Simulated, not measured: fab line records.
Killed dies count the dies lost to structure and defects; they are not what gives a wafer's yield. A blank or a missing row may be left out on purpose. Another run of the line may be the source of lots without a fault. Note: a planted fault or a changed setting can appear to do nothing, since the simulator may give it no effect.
What tool caused it? -- flow rit-cmos -- 7 lots, 21 wafers sampled, at 2 steps of a route of 202

## WHAT THE GAUGES SHOWED, per wafer
RIT_WELLDRIVE_RS_MEAS_02: measurement is done with a four-point probe.
lot,measured,on,PWELL_RS (ohm/sq)
L826,day 2 09:28,film-metro-02,430.2 429.3 429.7
L830,day 3 09:02,film-metro-02,427.8 428.5 427.2
L832,day 3 17:05,film-metro-02,416.7 417.5 418.5
L834,day 4 06:14,film-metro-02,417.1 417.5 417.7
L843,day 6 07:16,film-metro-01,428.9 429.4 430.1
L844,day 6 12:44,film-metro-04,429.3 429.6 427.8
L847,day 6 19:44,film-metro-02,427.9 428.4 427.6

## WHICH TOOL RAN EACH LOT (tool, then ch and the chambers of the sampled wafers, then the start)
lot,RIT_PWELL_IMPLANT_08
L826,"implanter-02 ch 0, day 2 03:53"
L830,"implanter-02 ch 0, day 3 01:51"
L832,"implanter-02 ch 0, day 3 11:31"
L834,"implanter-02 ch 0, day 4 00:39"
L843,"implanter-01 ch 0, day 6 00:57"
L844,"implanter-04 ch 0, day 6 06:19"
L847,"implanter-01 ch 0, day 6 13:56"
- RIT_PWELL_IMPLANT_08

## THE ANSWER, worked out from the rows above alone
Rule: usual is defined by the lots themselves. Put in order of their means at a reading, lots are off if they are a third of the lots or fewer, leave a main group of 4 or more, and stand apart from it by a gap of 3 or more times the standard deviation of the main group's means; of several such gaps the widest counts. Not used: any main group whose means are identical at the precision the tables above print for the reading. A lot without any number at a reading at which 4 lots or more have one is off too. Any other lot the step has rows for is counted as sound.
Off: at RIT_WELLDRIVE_RS_MEAS_02 (PWELL_RS), L832, L834. For the main group the mean is 428.8 ohm/sq and the standard deviation 0.77.
If a tool, at a process step before that reading, ran all the lots that are off and no sound lot after the first of them, it fits. The gauges at RIT_WELLDRIVE_RS_MEAS_02 are tried like those tools. One fits: implanter-02 at RIT_PWELL_IMPLANT_08. A fault onset in the window from L830 (day 3 01:51, its last sound lot) to L832 (day 3 11:31, its first lot off) fits.

## WHAT HAD BEEN PUT IN BY THE SIMULATOR
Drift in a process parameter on implanter-02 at RIT_PWELL_IMPLANT_08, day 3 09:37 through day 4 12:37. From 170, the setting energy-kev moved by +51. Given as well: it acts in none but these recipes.
Struck lots among those shown: L832, L834. The same result came from the rule above.
